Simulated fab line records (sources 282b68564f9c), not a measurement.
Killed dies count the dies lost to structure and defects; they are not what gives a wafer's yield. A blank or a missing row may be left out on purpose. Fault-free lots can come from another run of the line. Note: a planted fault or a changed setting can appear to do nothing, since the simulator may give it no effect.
A lot that was struck, set against a sound lot + flow rit cmos + 17 steps out of a route of 202
Sound: wafers L869.2, L869.3, L869.4. Wafers L864.3, L864.5, L864.6 were the ones struck. The cause is named last.
At each step with rows: each side's tool, then ch and its chambers, then its first start. Under that, the readings that differ: sound wafers + struck wafers + difference of the means + sigmas: that difference in standard deviations of wafers without a fault.
alike: a reading whose means differ by less than 2 such deviations, as well as words and numbers matching on both sides. not compared: withheld readings; readings where some wafer has no value; bounds like >300 that might hide an equal value; numbers whose values overlap and for which the record gives no deviation.
The two part at a step that has a row with sigmas, a row that says differs or no value, or rows on one side only. When numbers do not overlap yet have no deviation, they are printed without sigmas and do not part them. A reading missing from all wafers of one side parts the sides only when that side holds two or more wafers.

first, 1 step without rows for these wafers: RIT_PRETRO_DEVELOP_05 (develop time 68 s).
RIT_PRETRO_OVL_MEAS_06:
  sound: overlay-01 at day 3 19:49; struck: overlay-01 at day 2 20:14
  alike: PRETRO_OVL
then, 2 steps without rows for these wafers: RIT_PRETRO_HARDBAKE_07 (time 120 s); RIT_PRETRO_IMPLANT_08.
RIT_PRETRO_STRIP_09: strips in O2, time 180 s.
  sound on plasma asher-03 ch 0,1, day 3 20:14; struck on plasma asher-02 ch 0,1, day 2 20:43
  alike: drypump motor current A
  not compared: rf hours counter h
RIT_PRETRO_TW_MEAS_10:
  sound: film metro-02 at day 3 20:26; struck: film metro-02 at day 2 20:51
  alike: PRETRO_TW
then, 5 steps without rows for these wafers: RIT_GATE_WET_ETCH_00 (etches SiO2 in BOE, target depth 56 nm, time 60 s); RIT_GATE_CLEAN_01 (cleans in SC1, time 600 s); RIT_GATE_CLEAN_02 (cleans in dHF, time 30 s); RIT_GATE_CLEAN_03 (cleans in SC2, time 600 s); RIT_GATE_CLEAN_04 (cleans in dHF, time 60 s).
RIT_FOX2_THK_MEAS_91:
  sound: film metro-03 at day 3 20:54; struck: film metro-02 at day 2 21:22
  alike: FIELD_OXIDE_LEFT_2_THK
RIT_GATE_OXIDATION_05: target thk 3 nm, ox time 270 s.
  sound on furnace-01 ch 0, day 3 22:05; struck on furnace-04 ch 0, day 2 22:56
then, 1 step without rows for these wafers: RIT_GATE_ANNEAL_06 (time 600 s).
RIT_GATE_THK_MEAS_07:
  sound: film metro-03 at day 4 01:42; struck: film metro-02 at day 3 00:43
| reading             | sound          | struck         | difference | sigmas |
|---------------------|----------------|----------------|------------|--------|
| GATE_OXIDE_THK (nm) | 3.04 3.13 3.01 | 4.96 5.03 4.84 | +1.88      | +35    |
then, 1 step without rows for these wafers: RIT_GATE_CVD_08 (deposits poly-Si from SiH4, target thk 250 nm, time 2220 s).
RIT_M1_PROBE_99:
  sound: prober-02 at day 5 01:20; struck: prober-01 at day 4 04:20
| reading             | sound    | struck | difference | sigmas |
|---------------------|----------|--------|------------|--------|
| killed at front end | 14 11 11 | 4 0 11 | -7         | -3     |
| killed dies         | 14 11 11 | 5 0 11 | -7         | -2     |
| killed open         | 10 8 4   | 3 0 6  | -4         | -2     |
  alike: killed at contacts, killed short

## WHERE THEY PART
Last at RIT_M1_PROBE_99 as far as this record goes, first at RIT_GATE_THK_MEAS_07.

WHY: what had been put in by the simulator
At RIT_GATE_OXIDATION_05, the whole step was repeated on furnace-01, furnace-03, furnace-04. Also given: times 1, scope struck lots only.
